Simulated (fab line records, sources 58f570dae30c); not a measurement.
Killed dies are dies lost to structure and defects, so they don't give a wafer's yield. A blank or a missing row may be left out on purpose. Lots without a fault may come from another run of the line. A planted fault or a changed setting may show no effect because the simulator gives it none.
One fault seen from 2 desks | flow berkeley_cmos170 | each desk has only its own numbers; what lay behind them comes last

THE TOOL OWNER'S DESK: cmp-01
The tool's own readings at UCB170_V2_CMP_02 (polishes SiO2): means of the sampled wafers that have a number, for each lot that ran on this tool. A lot is out of limits, marked OUT, if its mean lies more than 4 standard deviations from the usual mean; the brackets give that distance.
Columns: A = motor_current_A at UCB170_V2_CMP_02, usual 17.1 A
lot  | first seen here | A
L897 | day 8 19:28     | 16.7
L906 | day 10 08:37    | 17.3
L907 | day 10 10:32    | 18.1
This desk's finding: nothing out of limits on any of the 3 lots.

THE METROLOGY DESK
What the gauges read, lot by lot, whatever tool the lot ran on: means of the sampled wafers that have a number. A lot is out of limits, marked OUT, if its mean lies more than 4 standard deviations from the usual mean; the brackets give that distance. Of its 8 readings 7 are shown: the one that was out of limits first, and those that lie furthest out on some lot.
Columns: A = cd_nm at UCB170_M2_CD_MEAS_15, usual 700.4 nm; B = M2_OVL at UCB170_M2_OVL_MEAS_16, usual -4 nm; C = cd_nm at UCB170_M2_CD_MEAS_90, usual 698.4 nm; D = V2_TEOS_THK at UCB170_V2_THK_MEAS_01, usual 1999 nm; E = V2_POLISHED_THK at UCB170_V2_THK_MEAS_04, usual 999.8 nm; F = cd_nm at UCB170_V2_CD_MEAS_12, usual 699.7 nm; G = V2_OVL at UCB170_V2_OVL_MEAS_13, usual -2 nm
lot  | first seen here | A     | B  | C     | D    | E                        | F     | G
L898 | day 8 18:25     | 700.2 | -8 | 696.4 | 2013 | 1000.9                   | 700.6 | 11
L897 | day 8 18:40     | 700.4 | -9 | 699.7 | 1991 | 1000.4                   | 699.4 | 0
L906 | day 10 07:50    | 701.9 | -4 | 696.1 | 1998 | 1234.5 (+99 or more) OUT | 701.7 | -5
L905 | day 10 09:08    | 699.2 | -5 | 698.6 | 2024 | 998.9                    | 700.7 | -6
L907 | day 10 09:41    | 699.4 | -5 | 698.7 | 1994 | 1231.6 (+99 or more) OUT | 699.6 | -2
L914 | day 11 22:32    | 701.3 | -8 | 698.3 | 2006 | 1000.3                   | 699.2 | -4
This desk's finding: out of limits on L906, L907; first on L906, day 10 09:03 (V2_POLISHED_THK at UCB170_V2_THK_MEAS_04). In limits: L898, L897, L905, L914.

PUT TOGETHER
The metrology desk could have raised an alarm at day 10 09:03, on L906, L907.
The tool owner's desk saw nothing out of limits.
The tool owner's desk has L906, L907 on record, within its limits.
Of the lots named, all ran UCB170_V2_CMP_02 on cmp-01.

WHAT THE SIMULATOR HAD PUT IN
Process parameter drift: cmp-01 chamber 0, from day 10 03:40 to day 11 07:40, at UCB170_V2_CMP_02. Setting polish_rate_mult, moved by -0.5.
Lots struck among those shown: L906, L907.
Hours from the fault's start to each desk's first reading out of limits: the metrology desk, 5.
